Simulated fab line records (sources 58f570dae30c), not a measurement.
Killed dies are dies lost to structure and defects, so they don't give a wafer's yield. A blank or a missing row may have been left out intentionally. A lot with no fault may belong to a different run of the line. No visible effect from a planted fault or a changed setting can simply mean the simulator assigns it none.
fab line records | flow berkeley_cmos170 | part 1 of 2: steps 1 to 23 of 35
[record] lots = 5 | wafers = 15 | last_day = 11
route steps=331 shown START@3 ZERO@6 NWELL@14 PWELL@34
lots with no fault: from the same line, run without faults
start_h: the number of hours between the record's first day and the start of the first shown wafer of the lot | wait_h: hours elapsed since this lot's preceding step | " the same as in the row above | L1.1+2: a single row standing in for several wafers | - no value, or no start was given | * or withheld: withheld | < > ~ a bound
route shown NAME@n: names a module that has steps shown in the file, with the first one's number in the route | usual: average and standard deviation across the fault-free wafers | same: alike in all rows | chamber/n: place in a boat | sites: per-site readings | _std_site: standard deviation across them | _edge_site: inner sites' mean taken away from outer sites' mean | radius_mm: for every site, how far away it sits from the centre of the wafer | mask NAME#n: copy n | behind: the most recent tool/chamber to have shaped the wafer | hold: why the lot was held/for how many hours/how that ended | device: names the non-switching transistor (n, p or np) | end of line: the route-end tests of the same wafers | a step with no rows: only its recipe | killed: dies lost to structure and defects at the first sort, not the wafer's yield | map: dies across one wafer; x = killed, . = not, _ = none there
set.NAME: the run value of the setting; set.NAME@STEP: its run value at that earlier step | model.NAME: the simulator's own value behind a step, which no gauge read
lots seen at some steps along the route; tables by step, rows by wafer
services: the hour from which a tool's chamber was out of use, counted from the record's first day as start_h (under 0 if before that day), plus the number of hours and why
[[steps]]
[step UCB170_START_OXIDATION_02]
[recipe] temp_c = 950 | ambient = O2 | target_thk_a = 200 | ox_time_s = 1800
[usual] spike_tc_source_C = 976.2/2.5 | zone_power_source_pct = 28/3.4
[same] ox_time_s = 1800
lot.wafer | tool       | chamber | start_h | wait_h | spike_tc_source_C | zone_power_source_pct
L078.2    | furnace-02 | 0       | 33.00   | 0.9    | 978.6             | 33
L078.3    | "          | 0       | "       | "      | 977.8             | 32
L078.6    | "          | 0       | "       | "      | 980.9             | 33
L080.2    | furnace-02 | 0       | 42.55   | 2.4    | 978.9             | 33
L080.5    | "          | 0       | "       | "      | 979.1             | 32
L080.6    | "          | 0       | "       | "      | 977.7             | 33
L085.2    | furnace-02 | 0       | 67.72   | 2.6    | 980.2             | 33
L085.5    | "          | 0       | "       | "      | 978.9             | 32
L085.6    | "          | 0       | "       | "      | 980.2             | 33
L096.1    | furnace-04 | 0       | 122.22  | 2.1    | 976.1             | 25
L096.4    | "          | 0       | "       | "      | 976.2             | 26
L096.5    | "          | 0       | "       | "      | 975.6             | 25
L097.3    | furnace-01 | 0       | 129.47  | 4.1    | 974.5             | 25
L097.5    | "          | 0       | "       | "      | 972.6             | 26
L097.6    | "          | 0       | "       | "      | 972.4             | 26
[step UCB170_START_THK_MEAS_03]
[recipe] reads = SiO2_of_START_OXIDATION_02
[usual] START_OXIDE_THK = 20.0/0.38
lot.wafer | tool          | chamber | start_h | wait_h | START_OXIDE_THK[nm]
L078.2    | film_metro-01 | -       | 34.51   | 0.0    | 19.8
L078.3    | "             | -       | "       | "      | 19.5
L078.6    | "             | -       | "       | "      | 19.5
L080.2    | film_metro-04 | -       | 44.06   | 0.0    | 19.5
L080.5    | "             | -       | "       | "      | 19.4
L080.6    | "             | -       | "       | "      | 19.6
L085.2    | film_metro-02 | -       | 69.23   | 0.0    | 19.8
L085.5    | "             | -       | "       | "      | 19.8
L085.6    | "             | -       | "       | "      | 19.7
L096.1    | film_metro-01 | -       | 123.72  | 0.0    | 19.9
L096.4    | "             | -       | "       | "      | 20.0
L096.5    | "             | -       | "       | "      | 20.3
L097.3    | film_metro-02 | -       | 130.99  | 0.0    | 20.2
L097.5    | "             | -       | "       | "      | 20.2
L097.6    | "             | -       | "       | "      | 20.2
[step UCB170_START_ANNEAL_04]
[recipe] temp_c = 950 | time_s = 1200 | ambient = N2
[usual] spike_tc_source_C = 975.4/2.7 | zone_power_source_pct = 28/3.2
lot.wafer | tool       | chamber | start_h | wait_h | spike_tc_source_C | zone_power_source_pct
L078.2    | furnace-01 | 0       | 35.25   | 0.7    | 973.5             | 25
L078.3    | "          | 0       | "       | "      | 972.4             | 26
L078.6    | "          | 0       | "       | "      | 972.7             | 26
L080.2    | furnace-01 | 0       | 46.62   | 2.5    | 972.8             | 26
L080.5    | "          | 0       | "       | "      | 972.8             | 25
L080.6    | "          | 0       | "       | "      | 973.2             | 26
L085.2    | furnace-02 | 0       | 72.07   | 2.8    | 978.9             | 32
L085.5    | "          | 0       | "       | "      | 977.5             | 33
L085.6    | "          | 0       | "       | "      | 979.6             | 32
L096.1    | furnace-02 | 0       | 127.10  | 3.4    | 979.1             | 33
L096.4    | "          | 0       | "       | "      | 976.6             | 33
L096.5    | "          | 0       | "       | "      | 978.5             | 32
L097.3    | furnace-04 | 0       | 134.42  | 3.4    | 975.2             | 25
L097.5    | "          | 0       | "       | "      | 977.0             | 25
L097.6    | "          | 0       | "       | "      | 974.5             | 25
[step UCB170_ZERO_HMDS_00]
[recipe] prime_time_s = 60 | prime_temp_c = 100
[usual] exhaust_pa = 45.1/0.8
lot.wafer | tool           | chamber | start_h | wait_h | exhaust_pa
L078.2    | litho_track-01 | 0       | 36.61   | 0.0    | 45.5
L078.3    | "              | 0       | "       | "      | 46.9
L078.6    | "              | 0       | "       | "      | 45.1
L080.2    | litho_track-02 | 0       | 47.99   | 0.0    | 45.9
L080.5    | "              | 0       | "       | "      | 45.7
L080.6    | "              | 0       | "       | "      | 46.6
L085.2    | litho_track-01 | 0       | 73.75   | 0.4    | 44.2
L085.5    | "              | 0       | "       | "      | 43.9
L085.6    | "              | 0       | "       | "      | 45.5
L096.1    | litho_track-01 | 0       | 128.44  | 0.0    | 46.6
L096.4    | "              | 0       | "       | "      | 46.5
L096.5    | "              | 0       | "       | "      | 46.1
L097.3    | litho_track-04 | 0       | 135.86  | 0.1    | 46.5
L097.5    | "              | 0       | "       | "      | 44.9
L097.6    | "              | 0       | "       | "      | 45.3
[step UCB170_ZERO_COAT_01]
[recipe] resist = KrF | spin_rpm = 1500 | resist_thk_nm = 900
[usual] exhaust_pa = 45.0/0.86
lot.wafer | tool           | chamber | start_h | wait_h | exhaust_pa
L078.2    | litho_track-01 | 0       | 36.76   | 0.1    | 43.4
L078.3    | "              | 0       | "       | "      | 44.4
L078.6    | "              | 0       | "       | "      | 45.7
L080.2    | litho_track-02 | 0       | 48.14   | 0.1    | 45.2
L080.5    | "              | 0       | "       | "      | 45.3
L080.6    | "              | 0       | "       | "      | 45.5
L085.2    | litho_track-01 | 0       | 73.90   | 0.1    | 45.0
L085.5    | "              | 0       | "       | "      | 44.4
L085.6    | "              | 0       | "       | "      | 46.1
L096.1    | litho_track-01 | 0       | 128.59  | 0.1    | 46.0
L096.4    | "              | 0       | "       | "      | 45.7
L096.5    | "              | 0       | "       | "      | 44.0
L097.3    | litho_track-04 | 0       | 136.01  | 0.1    | 44.5
L097.5    | "              | 0       | "       | "      | 44.7
L097.6    | "              | 0       | "       | "      | 43.7
[step UCB170_ZERO_SOFTBAKE_02]
[recipe] resist = KrF | temp_c = 130 | time_s = 60
[usual] exhaust_pa = 44.8/0.88
lot.wafer | tool           | chamber | start_h | wait_h | exhaust_pa
L078.2    | litho_track-01 | 0       | 36.91   | 0.1    | 44.3
L078.3    | "              | 0       | "       | "      | 44.5
L078.6    | "              | 0       | "       | "      | 44.5
L080.2    | litho_track-02 | 0       | 48.29   | 0.1    | 45.2
L080.5    | "              | 0       | "       | "      | 45.1
L080.6    | "              | 0       | "       | "      | 45.1
L085.2    | litho_track-01 | 0       | 74.05   | 0.1    | 44.3
L085.5    | "              | 0       | "       | "      | 44.5
L085.6    | "              | 0       | "       | "      | 44.7
L096.1    | litho_track-01 | 0       | 128.74  | 0.1    | 44.8
L096.4    | "              | 0       | "       | "      | 44.3
L096.5    | "              | 0       | "       | "      | 45.6
L097.3    | litho_track-04 | 0       | 136.16  | 0.1    | 45.1
L097.5    | "              | 0       | "       | "      | 44.4
L097.6    | "              | 0       | "       | "      | 43.8
[step UCB170_ZERO_EXPOSE_03]
[recipe] mask_id = PM_MARKS | na = 0.5 | sigma_outer = 0.6 | source_shape = conventional | target_cd_nm = 4000 | dose_mj = 30
[usual] stage_vel_mm_s = 499.96/0.26
lot.wafer | tool           | chamber | start_h | wait_h | mask       | stage_vel_mm_s
L078.2    | krf_scanner-02 | 0       | 37.18   | 0.2    | PM_MARKS#0 | 499.60
L078.3    | "              | 0       | "       | "      | PM_MARKS#0 | 499.82
L078.6    | "              | 0       | "       | "      | PM_MARKS#0 | 499.67
L080.2    | krf_scanner-01 | 0       | 48.44   | 0.1    | PM_MARKS#0 | 499.84
L080.5    | "              | 0       | "       | "      | PM_MARKS#0 | 499.46
L080.6    | "              | 0       | "       | "      | PM_MARKS#0 | 500.01
L085.2    | krf_scanner-02 | 0       | 74.20   | 0.1    | PM_MARKS#0 | 500.28
L085.5    | "              | 0       | "       | "      | PM_MARKS#0 | 500.19
L085.6    | "              | 0       | "       | "      | PM_MARKS#0 | 500.22
L096.1    | krf_scanner-01 | 0       | 129.01  | 0.2    | PM_MARKS#0 | 500.10
L096.4    | "              | 0       | "       | "      | PM_MARKS#0 | 500.21
L096.5    | "              | 0       | "       | "      | PM_MARKS#0 | 500.52
L097.3    | krf_scanner-02 | 0       | 136.43  | 0.2    | PM_MARKS#0 | 500.20
L097.5    | "              | 0       | "       | "      | PM_MARKS#0 | 500.00
L097.6    | "              | 0       | "       | "      | PM_MARKS#0 | 499.53
[step UCB170_ZERO_PEB_04]
[recipe] peb_temp_c = 130 | peb_time_s = withheld | resist = KrF
[usual] exhaust_pa = 44.8/0.95
lot.wafer | tool           | chamber | start_h | wait_h | exhaust_pa
L078.2    | litho_track-04 | 0       | 37.30   | 0.1    | 44.9
L078.3    | "              | 0       | "       | "      | 44.9
L078.6    | "              | 0       | "       | "      | 44.5
L080.2    | litho_track-01 | 0       | 49.14   | 0.7    | 43.5
L080.5    | "              | 0       | "       | "      | 43.3
L080.6    | "              | 0       | "       | "      | 44.0
L085.2    | litho_track-01 | 0       | 74.65   | 0.4    | 44.7
L085.5    | "              | 0       | "       | "      | 44.2
L085.6    | "              | 0       | "       | "      | 42.8
L096.1    | litho_track-04 | 0       | 129.22  | 0.2    | 46.3
L096.4    | "              | 0       | "       | "      | 44.7
L096.5    | "              | 0       | "       | "      | 46.8
L097.3    | litho_track-01 | 0       | 136.55  | 0.1    | 44.8
L097.5    | "              | 0       | "       | "      | 44.6
L097.6    | "              | 0       | "       | "      | 44.8
[step UCB170_ZERO_DEVELOP_05]
[recipe] developer = TMAH | develop_time_s = 45 | resist = KrF | dev_temp_c = 21
[usual] exhaust_pa = 45.2/0.9
lot.wafer | tool           | chamber | start_h | wait_h | exhaust_pa
L078.2    | litho_track-04 | 0       | -       | -      | 45.4
L078.3    | "              | 0       | "       | "      | 45.0
L078.6    | "              | 0       | "       | "      | 45.2
L080.2    | litho_track-01 | 0       | -       | -      | 44.9
L080.5    | "              | 0       | "       | "      | 44.5
L080.6    | "              | 0       | "       | "      | 45.3
L085.2    | litho_track-01 | 0       | -       | -      | 46.0
L085.5    | "              | 0       | "       | "      | 45.9
L085.6    | "              | 0       | "       | "      | 47.3
L096.1    | litho_track-04 | 0       | -       | -      | 45.2
L096.4    | "              | 0       | "       | "      | 44.1
L096.5    | "              | 0       | "       | "      | 46.5
L097.3    | litho_track-01 | 0       | -       | -      | 44.0
L097.5    | "              | 0       | "       | "      | 46.1
L097.6    | "              | 0       | "       | "      | 43.2
[step UCB170_ZERO_ETCH_06]
[recipe] chemistry = CHF3/CF4/Ar | target = SiO2 | time_s = 12 | pressure_mtorr = 100 | rf_w = 500 | CHF3_flow_sccm = 50 | cf4_flow_sccm = 10 | Ar_flow_sccm = 120 | over_etch_frac = 1.58
[usual] cf4_flow_sccm = 10.00/0.033 | drypump_motor_current_A = 5.9/0.42 | oes_product_au = 0.612/0.0083 | throttle_valve_pct = 9.31/0.12
lot.wafer | tool        | chamber | start_h | wait_h | cf4_flow_sccm | drypump_motor_current_A | oes_product_au | rf_hours_counter_h | throttle_valve_pct
L078.2    | rie_diel-02 | 2       | 37.55   | -      | 9.99          | 6.4                     | 0.597          | 5                  | 9.44
L078.3    | "           | 0       | "       | "      | 10.03         | 6.0                     | 0.599          | 103                | 9.20
L078.6    | "           | 2       | "       | "      | 9.99          | 6.4                     | 0.609          | -                  | 9.43
L080.2    | rie_diel-01 | 1       | 49.39   | -      | 10.02         | 5.0                     | 0.607          | 130                | 9.45
L080.5    | "           | 3       | "       | "      | 9.93          | 5.6                     | 0.604          | -                  | 9.13
L080.6    | "           | 0       | "       | "      | 9.94          | 6.3                     | 0.619          | -                  | 9.22
L085.2    | rie_diel-02 | 1       | 74.90   | -      | 10.03         | 5.9                     | 0.610          | 74                 | 9.38
L085.5    | "           | 2       | "       | "      | 9.96          | 6.4                     | 0.609          | -                  | 9.43
L085.6    | "           | 1       | "       | "      | 10.03         | 5.9                     | 0.610          | -                  | 9.40
L096.1    | rie_diel-04 | 3       | 129.50  | -      | 9.97          | 5.3                     | 0.619          | 12                 | 9.03
L096.4    | "           | 0       | "       | "      | 10.01         | 5.9                     | 0.608          | 15                 | 9.34
L096.5    | "           | 1       | "       | "      | 10.01         | 6.3                     | 0.609          | -                  | 9.32
L097.3    | rie_diel-02 | 2       | 136.78  | -      | 9.99          | 6.4                     | 0.600          | 9                  | 9.45
L097.5    | "           | 1       | "       | "      | 10.04         | 5.9                     | 0.615          | -                  | 9.39
L097.6    | "           | 2       | "       | "      | 9.97          | 6.4                     | 0.599          | -                  | 9.44
[step UCB170_ZERO_STRIP_07]
[recipe] chemistry = O2 | power_w = 400 | pressure_mtorr = 3500 | platen_temp_c = withheld | o2_flow_sccm = 400 | overash_fraction = 0.5
[usual] drypump_motor_current_A = 5.8/0.34 | oes_product_au = 0.728/0.0043 | strip_time_to_endpoint_s = 21.50/0.061
[same] overash_fraction = 0.5
lot.wafer | tool            | chamber | start_h | wait_h | drypump_motor_current_A | oes_product_au | rf_hours_counter_h | strip_time_to_endpoint_s
L078.2    | plasma_asher-03 | 1       | 37.58   | 0.0    | 5.7                     | 0.738          | 25                 | 21.51
L078.3    | "               | 0       | "       | "      | 5.5                     | 0.730          | -                  | 21.54
L078.6    | "               | 1       | "       | "      | 5.7                     | 0.729          | -                  | 21.55
L080.2    | plasma_asher-03 | 0       | 49.41   | 0.0    | 5.5                     | 0.734          | 27                 | 21.46
L080.5    | "               | 0       | "       | "      | 5.5                     | 0.728          | -                  | 21.47
L080.6    | "               | 1       | "       | "      | 5.7                     | 0.724          | -                  | 21.49
L085.2    | plasma_asher-04 | 0       | 74.93   | 0.0    | 5.9                     | 0.731          | 36                 | 21.44
L085.5    | "               | 1       | "       | "      | 6.6                     | 0.728          | -                  | 21.42
L085.6    | "               | 0       | "       | "      | 5.9                     | 0.735          | -                  | 21.41
L096.1    | plasma_asher-04 | 1       | 129.52  | 0.0    | 6.6                     | 0.728          | 41                 | 21.53
L096.4    | "               | 1       | "       | "      | 6.6                     | 0.719          | -                  | 21.50
L096.5    | "               | 0       | "       | "      | 5.9                     | 0.720          | -                  | 21.50
L097.3    | plasma_asher-02 | 1       | 136.84  | 0.0    | 5.5                     | 0.730          | -                  | 21.54
L097.5    | "               | 1       | "       | "      | 5.5                     | 0.722          | -                  | 21.53
L097.6    | "               | 0       | "       | "      | 5.9                     | 0.735          | -                  | 21.46
[step UCB170_NWELL_WET_ETCH_00]
[recipe] chemistry = dHF | dilution = 25:1 | target = SiO2 | temp_c = 25 | time_s = 200
lot.wafer  | tool         | chamber | start_h | wait_h
L078.2+3+6 | wet_bench-04 | 3       | 38.92   | 1.3
L080.2+5+6 | wet_bench-01 | 0       | 49.69   | 0.2
L085.2+5+6 | wet_bench-01 | 3       | 75.03   | 0.1
L096.1+4+5 | wet_bench-04 | 1       | 129.62  | 0.1
L097.3+5+6 | wet_bench-03 | 1       | 136.90  | 0.0
[step UCB170_NWELL_OXIDATION_01]
[recipe] temp_c = 1000 | ambient = O2 | target_thk_a = 264 | ox_time_s = 1260
[usual] spike_tc_source_C = 1025.3/1.9 | zone_power_source_pct = 31/4
[same] ox_time_s = 1260
lot.wafer | tool       | chamber | start_h | wait_h | spike_tc_source_C | zone_power_source_pct
L078.2    | furnace-01 | 0       | 41.09   | 2.1    | 1024.5            | 29
L078.3    | "          | 0       | "       | "      | 1023.2            | 29
L078.6    | "          | 0       | "       | "      | 1022.7            | 29
L080.2    | furnace-03 | 0       | 51.26   | 1.5    | 1027.2            | 38
L080.5    | "          | 0       | "       | "      | 1028.3            | 38
L080.6    | "          | 0       | "       | "      | 1028.3            | 38
L085.2    | furnace-04 | 0       | 78.32   | 3.2    | 1025.1            | 28
L085.5    | "          | 0       | "       | "      | 1025.1            | 28
L085.6    | "          | 0       | "       | "      | 1027.4            | 29
L096.1    | furnace-04 | 0       | 133.07  | 3.4    | 1026.2            | 28
L096.4    | "          | 0       | "       | "      | 1026.7            | 29
L096.5    | "          | 0       | "       | "      | 1026.2            | 28
L097.3    | furnace-01 | 0       | 139.47  | 2.5    | 1024.1            | 29
L097.5    | "          | 0       | "       | "      | 1023.2            | 29
L097.6    | "          | 0       | "       | "      | 1020.3            | 29
[step UCB170_NWELL_THK_MEAS_02]
[recipe] reads = SiO2_of_NWELL_OXIDATION_01
[usual] NWELL_OXIDE_THK = 26.3/0.47
lot.wafer | tool          | chamber | start_h | wait_h | NWELL_OXIDE_THK[nm]
L078.2    | film_metro-03 | -       | 42.45   | 0.0    | 26.1
L078.3    | "             | -       | "       | "      | 25.9
L078.6    | "             | -       | "       | "      | 26.0
L080.2    | film_metro-02 | -       | 52.62   | 0.0    | 26.4
L080.5    | "             | -       | "       | "      | 26.5
L080.6    | "             | -       | "       | "      | 26.2
L085.2    | film_metro-01 | -       | 79.68   | 0.0    | 26.6
L085.5    | "             | -       | "       | "      | 26.5
L085.6    | "             | -       | "       | "      | 26.3
L096.1    | film_metro-01 | -       | 134.42  | 0.0    | 26.3
L096.4    | "             | -       | "       | "      | 26.0
L096.5    | "             | -       | "       | "      | 26.2
L097.3    | film_metro-01 | -       | 140.84  | 0.0    | 25.8
L097.5    | "             | -       | "       | "      | 26.3
L097.6    | "             | -       | "       | "      | 25.9
[step UCB170_NWELL_ANNEAL_03]
[recipe] temp_c = 1000 | time_s = 900 | ambient = N2
[usual] spike_tc_source_C = 1025.6/1.9 | zone_power_source_pct = 32/4.5
lot.wafer | tool       | chamber | start_h | wait_h | spike_tc_source_C | zone_power_source_pct
L078.2    | furnace-03 | 0       | 44.10   | 1.6    | 1026.6            | 38
L078.3    | "          | 0       | "       | "      | 1026.6            | 38
L078.6    | "          | 0       | "       | "      | 1026.4            | 39
L080.2    | furnace-04 | 0       | 55.82   | 3.2    | 1025.8            | 28
L080.5    | "          | 0       | "       | "      | 1026.3            | 28
L080.6    | "          | 0       | "       | "      | 1025.4            | 28
L085.2    | furnace-01 | 0       | 83.48   | 3.8    | 1023.0            | 29
L085.5    | "          | 0       | "       | "      | 1023.3            | 29
L085.6    | "          | 0       | "       | "      | 1024.5            | 29
L096.1    | furnace-01 | 0       | 136.72  | 2.3    | 1024.3            | 29
L096.4    | "          | 0       | "       | "      | 1025.0            | 28
L096.5    | "          | 0       | "       | "      | 1021.9            | 29
L097.3    | furnace-03 | 0       | 143.90  | 3.1    | 1028.1            | 38
L097.5    | "          | 0       | "       | "      | 1027.0            | 38
L097.6    | "          | 0       | "       | "      | 1029.0            | 39
[step UCB170_NWELL_CVD_04]
[recipe] material = Si3N4 | target_thk_nm = 224 | temp_c = 800 | precursor = SiH2Cl2/NH3 | time_s = 3360 | pressure_mtorr = 200 | sih2cl2_flow_sccm = 25 | nh3_flow_sccm = 75
[usual] sih2cl2_flow_sccm = 24.99/0.072 | spike_tc_source_C = 824/3.3 | susceptor_temp_C = 800.0/0.34 | zone_power_source_pct = 21.4/0.93
lot.wafer | tool     | chamber | start_h | wait_h | sih2cl2_flow_sccm | spike_tc_source_C | susceptor_temp_C | zone_power_source_pct
L078.2    | lpcvd-01 | 0       | 45.35   | 0.0    | 24.95             | 818               | 799.7            | 21.7
L078.3    | "        | 0       | "       | "      | 25.05             | 820               | 799.9            | 22.1
L078.6    | "        | 0       | "       | "      | 24.90             | 819               | 799.8            | 22.2
L080.2    | lpcvd-02 | 0       | 57.07   | 0.0    | 25.08             | 829               | 799.5            | 20.3
L080.5    | "        | 0       | "       | "      | 24.99             | 828               | 799.6            | 19.8
L080.6    | "        | 0       | "       | "      | 24.99             | 829               | 799.9            | 20.1
L085.2    | lpcvd-01 | 0       | 84.73   | 0.0    | 25.08             | 820               | 799.8            | 21.8
L085.5    | "        | 0       | "       | "      | 24.99             | 821               | 800.5            | 21.9
L085.6    | "        | 0       | "       | "      | 24.93             | 819               | 800.2            | 21.7
L096.1    | lpcvd-01 | 0       | 137.97  | 0.0    | 24.90             | 820               | 800.0            | 22.0
L096.4    | "        | 0       | "       | "      | 24.86             | 819               | 800.1            | 22.1
L096.5    | "        | 0       | "       | "      | 24.95             | 819               | 800.1            | 22.2
L097.3    | lpcvd-02 | 0       | 145.83  | 0.7    | 24.99             | 826               | 799.4            | 20.1
L097.5    | "        | 0       | "       | "      | 24.93             | 828               | 800.2            | 19.9
L097.6    | "        | 0       | "       | "      | 24.87             | 828               | 800.2            | 20.2
[step UCB170_NWELL_THK_MEAS_05]
[recipe] reads = Si3N4_of_NWELL_CVD_04
[usual] NWELL_NITRIDE_THK = 223.6/2.2
lot.wafer | tool          | chamber | start_h | wait_h | NWELL_NITRIDE_THK[nm]
L078.2    | film_metro-01 | -       | 47.29   | 0.0    | 223.4
L078.3    | "             | -       | "       | "      | 224.1
L078.6    | "             | -       | "       | "      | 224.7
L080.2    | film_metro-03 | -       | 59.01   | 0.0    | 226.9
L080.5    | "             | -       | "       | "      | 226.2
L080.6    | "             | -       | "       | "      | 227.9
L085.2    | film_metro-02 | -       | 86.68   | 0.0    | 219.5
L085.5    | "             | -       | "       | "      | 219.2
L085.6    | "             | -       | "       | "      | 220.0
L096.1    | film_metro-03 | -       | 139.97  | 0.1    | 223.8
L096.4    | "             | -       | "       | "      | 224.4
L096.5    | "             | -       | "       | "      | 223.3
L097.3    | film_metro-03 | -       | 147.79  | 0.0    | 219.7
L097.5    | "             | -       | "       | "      | 219.1
L097.6    | "             | -       | "       | "      | 219.7
[step UCB170_NWELL_HMDS_06]
[recipe] prime_time_s = 60 | prime_temp_c = 100
[usual] exhaust_pa = 45.0/0.93
lot.wafer | tool           | chamber | start_h | wait_h | exhaust_pa
L078.2    | litho_track-04 | 0       | 47.36   | 0.1    | 45.2
L078.3    | "              | 0       | "       | "      | 45.0
L078.6    | "              | 0       | "       | "      | 45.5
L080.2    | litho_track-04 | 0       | 59.55   | 0.5    | 47.3
L080.5    | "              | 0       | "       | "      | 46.2
L080.6    | "              | 0       | "       | "      | 45.2
L085.2    | litho_track-03 | 0       | 86.75   | 0.1    | 44.1
L085.5    | "              | 0       | "       | "      | 45.0
L085.6    | "              | 0       | "       | "      | 45.4
L096.1    | litho_track-03 | 0       | 140.03  | 0.1    | 45.6
L096.4    | "              | 0       | "       | "      | 42.8
L096.5    | "              | 0       | "       | "      | 44.6
L097.3    | litho_track-03 | 0       | 148.07  | 0.3    | 44.7
L097.5    | "              | 0       | "       | "      | 46.2
L097.6    | "              | 0       | "       | "      | 45.8
[step UCB170_NWELL_COAT_07]
[recipe] resist = KrF | spin_rpm = 1500 | resist_thk_nm = 900
[usual] exhaust_pa = 44.9/0.82
lot.wafer | tool           | chamber | start_h | wait_h | exhaust_pa
L078.2    | litho_track-04 | 0       | 47.51   | 0.1    | 43.7
L078.3    | "              | 0       | "       | "      | 44.4
L078.6    | "              | 0       | "       | "      | 44.4
L080.2    | litho_track-04 | 0       | 59.70   | 0.1    | 45.4
L080.5    | "              | 0       | "       | "      | 44.3
L080.6    | "              | 0       | "       | "      | 43.7
L085.2    | litho_track-03 | 0       | 86.90   | 0.1    | 45.0
L085.5    | "              | 0       | "       | "      | 44.7
L085.6    | "              | 0       | "       | "      | 43.5
L096.1    | litho_track-03 | 0       | 140.18  | 0.1    | 45.7
L096.4    | "              | 0       | "       | "      | 44.6
L096.5    | "              | 0       | "       | "      | 44.1
L097.3    | litho_track-03 | 0       | 148.22  | 0.1    | 44.6
L097.5    | "              | 0       | "       | "      | 44.8
L097.6    | "              | 0       | "       | "      | 44.5
[step UCB170_NWELL_SOFTBAKE_08]
[recipe] resist = KrF | temp_c = 130 | time_s = 60
[usual] exhaust_pa = 45.0/0.83
lot.wafer | tool           | chamber | start_h | wait_h | exhaust_pa
L078.2    | litho_track-04 | 0       | 47.66   | 0.1    | 44.5
L078.3    | "              | 0       | "       | "      | 43.6
L078.6    | "              | 0       | "       | "      | 45.0
L080.2    | litho_track-04 | 0       | 59.85   | 0.1    | 43.9
L080.5    | "              | 0       | "       | "      | 43.9
L080.6    | "              | 0       | "       | "      | 44.0
L085.2    | litho_track-03 | 0       | 87.05   | 0.1    | 45.4
L085.5    | "              | 0       | "       | "      | 45.7
L085.6    | "              | 0       | "       | "      | 45.1
L096.1    | litho_track-03 | 0       | 140.33  | 0.1    | 45.1
L096.4    | "              | 0       | "       | "      | 45.2
L096.5    | "              | 0       | "       | "      | 45.1
L097.3    | litho_track-03 | 0       | 148.37  | 0.1    | 44.0
L097.5    | "              | 0       | "       | "      | 44.9
L097.6    | "              | 0       | "       | "      | 44.5
[step UCB170_NWELL_EXPOSE_09]
[recipe] mask_id = NWELL | target_cd_nm = 3000 | na = 0.5 | sigma_outer = 0.6 | source_shape = conventional | dose_mj = 25
[usual] stage_vel_mm_s = 500.03/0.26
lot.wafer | tool           | chamber | start_h | wait_h | mask    | stage_vel_mm_s
L078.2    | krf_scanner-02 | 0       | 47.81   | 0.1    | NWELL#0 | 499.90
L078.3    | "              | 0       | "       | "      | NWELL#0 | 500.02
L078.6    | "              | 0       | "       | "      | NWELL#0 | 499.91
L080.2    | krf_scanner-01 | 0       | 60.22   | 0.3    | NWELL#0 | 500.25
L080.5    | "              | 0       | "       | "      | NWELL#0 | 500.00
L080.6    | "              | 0       | "       | "      | NWELL#0 | 500.11
L085.2    | krf_scanner-02 | 0       | 87.20   | 0.1    | NWELL#0 | 500.28
L085.5    | "              | 0       | "       | "      | NWELL#0 | 499.99
L085.6    | "              | 0       | "       | "      | NWELL#0 | 500.35
L096.1    | krf_scanner-02 | 0       | 140.61  | 0.2    | NWELL#0 | 500.34
L096.4    | "              | 0       | "       | "      | NWELL#0 | 500.29
L096.5    | "              | 0       | "       | "      | NWELL#0 | 500.69
L097.3    | krf_scanner-02 | 0       | 148.51  | 0.1    | NWELL#0 | 499.95
L097.5    | "              | 0       | "       | "      | NWELL#0 | 500.09
L097.6    | "              | 0       | "       | "      | NWELL#0 | 500.24
[step UCB170_NWELL_PEB_10]
[recipe] peb_temp_c = 130 | peb_time_s = withheld | resist = KrF
[usual] exhaust_pa = 44.7/0.97
lot.wafer | tool           | chamber | start_h | wait_h | exhaust_pa
L078.2    | litho_track-03 | 0       | 47.95   | 0.1    | 45.2
L078.3    | "              | 0       | "       | "      | 45.4
L078.6    | "              | 0       | "       | "      | 42.8
L080.2    | litho_track-03 | 0       | 60.71   | 0.5    | 45.9
L080.5    | "              | 0       | "       | "      | 46.8
L080.6    | "              | 0       | "       | "      | 45.4
L085.2    | litho_track-01 | 0       | 87.32   | 0.1    | 43.9
L085.5    | "              | 0       | "       | "      | 45.9
L085.6    | "              | 0       | "       | "      | 44.4
L096.1    | litho_track-04 | 0       | 140.72  | 0.1    | 44.3
L096.4    | "              | 0       | "       | "      | 45.2
L096.5    | "              | 0       | "       | "      | 46.3
L097.3    | litho_track-03 | 0       | 148.97  | 0.4    | 45.2
L097.5    | "              | 0       | "       | "      | 44.8
L097.6    | "              | 0       | "       | "      | 44.6
[step UCB170_NWELL_DEVELOP_11]
[recipe] developer = TMAH | develop_time_s = 45 | resist = KrF | dev_temp_c = 21
[usual] exhaust_pa = 44.9/0.91
lot.wafer | tool           | chamber | start_h | wait_h | exhaust_pa
L078.2    | litho_track-03 | 0       | -       | -      | 44.2
L078.3    | "              | 0       | "       | "      | 44.0
L078.6    | "              | 0       | "       | "      | 44.5
L080.2    | litho_track-03 | 0       | -       | -      | 44.4
L080.5    | "              | 0       | "       | "      | 45.8
L080.6    | "              | 0       | "       | "      | 43.9
L085.2    | litho_track-01 | 0       | -       | -      | 43.9
L085.5    | "              | 0       | "       | "      | 44.5
L085.6    | "              | 0       | "       | "      | 44.2
L096.1    | litho_track-04 | 0       | -       | -      | 44.9
L096.4    | "              | 0       | "       | "      | 44.5
L096.5    | "              | 0       | "       | "      | 44.8
L097.3    | litho_track-03 | 0       | -       | -      | 45.7
L097.5    | "              | 0       | "       | "      | 45.4
L097.6    | "              | 0       | "       | "      | 46.2
